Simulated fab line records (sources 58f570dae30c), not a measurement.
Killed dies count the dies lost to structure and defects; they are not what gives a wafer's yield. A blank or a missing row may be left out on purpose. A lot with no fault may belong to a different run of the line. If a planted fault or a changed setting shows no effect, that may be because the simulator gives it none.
Check of tool commonality / flow berkeley-cmos170 / Lots sampled 14, wafers sampled 42

WHY THIS WAS OPENED
Of 14 lots, 2 have the reading V1_POLISHED_THK flagged at UCB170_V1_THK_MEAS_04. Fault-free wafers read 1000.3 nm, with a standard deviation of 1.
Rule: a lot is flagged when every wafer of it that has a number lies more than 4 standard deviations from that mean, or none has a number. As for the other lots, they are considered sound.

lot=L781; measured=day 7 14:22; on=film-metro-01; V1_POLISHED_THK (nm), wafer by wafer=1000.1 1001.2 1000.7; flag=
lot=L786; measured=day 8 03:46; on=film-metro-01; V1_POLISHED_THK (nm), wafer by wafer=1000.6 1000.2 1000.7; flag=
lot=L785; measured=day 8 07:25; on=film-metro-02; V1_POLISHED_THK (nm), wafer by wafer=999.3 999.2 998.9; flag=
lot=L784; measured=day 8 07:26; on=film-metro-01; V1_POLISHED_THK (nm), wafer by wafer=1001.3 1001.0 999.6; flag=
lot=L787; measured=day 8 16:47; on=film-metro-01; V1_POLISHED_THK (nm), wafer by wafer=999.1 999.8 999.5; flag=
lot=L788; measured=day 8 17:04; on=film-metro-03; V1_POLISHED_THK (nm), wafer by wafer=998.7 1001.3 1001.6; flag=
lot=L789; measured=day 8 18:20; on=film-metro-02; V1_POLISHED_THK (nm), wafer by wafer=1000.5 1000.6 999.4; flag=
lot=L791; measured=day 9 10:25; on=film-metro-01; V1_POLISHED_THK (nm), wafer by wafer=999.4 999.9 999.0; flag=
lot=L792; measured=day 9 10:25; on=film-metro-02; V1_POLISHED_THK (nm), wafer by wafer=1002.1 1001.5 1001.0; flag=
lot=L793; measured=day 9 15:59; on=film-metro-02; V1_POLISHED_THK (nm), wafer by wafer=1000.3 1002.5 998.4; flag=
lot=L794; measured=day 9 21:46; on=film-metro-03; V1_POLISHED_THK (nm), wafer by wafer=999.4 1000.4 998.1; flag=
lot=L796; measured=day 10 13:29; on=film-metro-01; V1_POLISHED_THK (nm), wafer by wafer=1000.3 1001.3 1002.1; flag=
lot=L802; measured=day 12 03:02; on=film-metro-02; V1_POLISHED_THK (nm), wafer by wafer=935.1 933.4 934.4; flag=FLAGGED
lot=L804; measured=day 12 03:19; on=film-metro-03; V1_POLISHED_THK (nm), wafer by wafer=932.8 936.2 935.4; flag=FLAGGED
The numbers of the flagged lots are 934.5 nm on average: -65.8 nm against the usual, or -66 standard deviations.

WHICH TOOL EACH LOT WENT THROUGH
The record holds 2 process steps before the reading, out of a route of 331 steps. Every cell lists first the tool, next ch and the chambers used by the sampled wafers, and last the start.
lot=L781; flag=; UCB170_CONTACT_ETCH_17=rie-diel-02 ch 1,3, day 7 08:32; UCB170_V1_CVD_00=pecvd-03 ch 0,1, day 7 13:39
lot=L786; flag=; UCB170_CONTACT_ETCH_17=rie-diel-01 ch 0,3, day 7 21:20; UCB170_V1_CVD_00=pecvd-02 ch 0,1,2, day 8 03:07
lot=L785; flag=; UCB170_CONTACT_ETCH_17=rie-diel-02 ch 0,1,2, day 8 00:37; UCB170_V1_CVD_00=pecvd-01 ch 0,2, day 8 06:43
lot=L784; flag=; UCB170_CONTACT_ETCH_17=rie-diel-04 ch 1,2, day 8 00:24; UCB170_V1_CVD_00=pecvd-03 ch 0,2, day 8 06:47
lot=L787; flag=; UCB170_CONTACT_ETCH_17=rie-diel-01 ch 0,2,3, day 8 10:58; UCB170_V1_CVD_00=pecvd-02 ch 0,1, day 8 16:07
lot=L788; flag=; UCB170_CONTACT_ETCH_17=rie-diel-02 ch 0,1,2, day 8 10:22; UCB170_V1_CVD_00=pecvd-01 ch 0, day 8 16:07
lot=L789; flag=; UCB170_CONTACT_ETCH_17=rie-diel-02 ch 1,2,3, day 8 13:13; UCB170_V1_CVD_00=pecvd-03 ch 0,1,2, day 8 17:42
lot=L791; flag=; UCB170_CONTACT_ETCH_17=rie-diel-01 ch 0,2, day 9 03:35; UCB170_V1_CVD_00=pecvd-02 ch 1,2, day 9 09:46
lot=L792; flag=; UCB170_CONTACT_ETCH_17=rie-diel-04 ch 1,2,3, day 9 03:51; UCB170_V1_CVD_00=pecvd-03 ch 0,2, day 9 09:46
lot=L793; flag=; UCB170_CONTACT_ETCH_17=rie-diel-01 ch 0,2, day 9 10:02; UCB170_V1_CVD_00=pecvd-01 ch 1,2, day 9 15:21
lot=L794; flag=; UCB170_CONTACT_ETCH_17=rie-diel-04 ch 1,2,3, day 9 11:46; UCB170_V1_CVD_00=pecvd-03 ch 0,1,2, day 9 21:06
lot=L796; flag=; UCB170_CONTACT_ETCH_17=rie-diel-02 ch 2,3, day 10 04:38; UCB170_V1_CVD_00=pecvd-01 ch 0,1,2, day 10 12:51
lot=L802; flag=FLAGGED; UCB170_CONTACT_ETCH_17=rie-diel-02 ch 0,1, day 11 18:49; UCB170_V1_CVD_00=pecvd-02 ch 0,1,2, day 12 02:22
lot=L804; flag=FLAGGED; UCB170_CONTACT_ETCH_17=rie-diel-04 ch 1,2,3, day 11 20:54; UCB170_V1_CVD_00=pecvd-02 ch 0,2, day 12 02:32
What these steps do:
- UCB170_CONTACT_ETCH_17: etches BARC in N2/H2.
- UCB170_V1_CVD_00: deposits SiO2 from TEOS/O2, target thk 2000 nm, time 250 s.
- UCB170_V1_THK_MEAS_04

FLAGGED OVER TOTAL, TOOL BY TOOL (the gauges that took the reading come last)
step=UCB170_CONTACT_ETCH_17; tool=rie-diel-01; lots run=4; flagged=0; share of the flagged lots=none; sound lots run after its first flagged lot=-
step=UCB170_CONTACT_ETCH_17; tool=rie-diel-02; lots run=6; flagged=1; share of the flagged lots=some; sound lots run after its first flagged lot=0
step=UCB170_CONTACT_ETCH_17; tool=rie-diel-04; lots run=4; flagged=1; share of the flagged lots=some; sound lots run after its first flagged lot=0
step=UCB170_V1_CVD_00; tool=pecvd-01; lots run=4; flagged=0; share of the flagged lots=none; sound lots run after its first flagged lot=-
step=UCB170_V1_CVD_00; tool=pecvd-02; lots run=5; flagged=2; share of the flagged lots=all; sound lots run after its first flagged lot=0
step=UCB170_V1_CVD_00; tool=pecvd-03; lots run=5; flagged=0; share of the flagged lots=none; sound lots run after its first flagged lot=-
step=UCB170_V1_THK_MEAS_04; tool=film-metro-01; lots run=6; flagged=0; share of the flagged lots=none; sound lots run after its first flagged lot=-
step=UCB170_V1_THK_MEAS_04; tool=film-metro-02; lots run=5; flagged=1; share of the flagged lots=some; sound lots run after its first flagged lot=0
step=UCB170_V1_THK_MEAS_04; tool=film-metro-03; lots run=3; flagged=1; share of the flagged lots=some; sound lots run after its first flagged lot=0

WHAT THE TABLE ALLOWS
1 row of the table ran every flagged lot: pecvd-02 at UCB170_V1_CVD_00.
- pecvd-02 at UCB170_V1_CVD_00 ran 5 lots, 2 of them flagged. A fault beginning between L791 (day 9 09:46), its last sound lot, and L802 (day 12 02:22), its first flagged one, fits the data.
pecvd-02 at UCB170_V1_CVD_00 is the single tool remaining.

WHAT THE SIMULATOR HAD PUT IN
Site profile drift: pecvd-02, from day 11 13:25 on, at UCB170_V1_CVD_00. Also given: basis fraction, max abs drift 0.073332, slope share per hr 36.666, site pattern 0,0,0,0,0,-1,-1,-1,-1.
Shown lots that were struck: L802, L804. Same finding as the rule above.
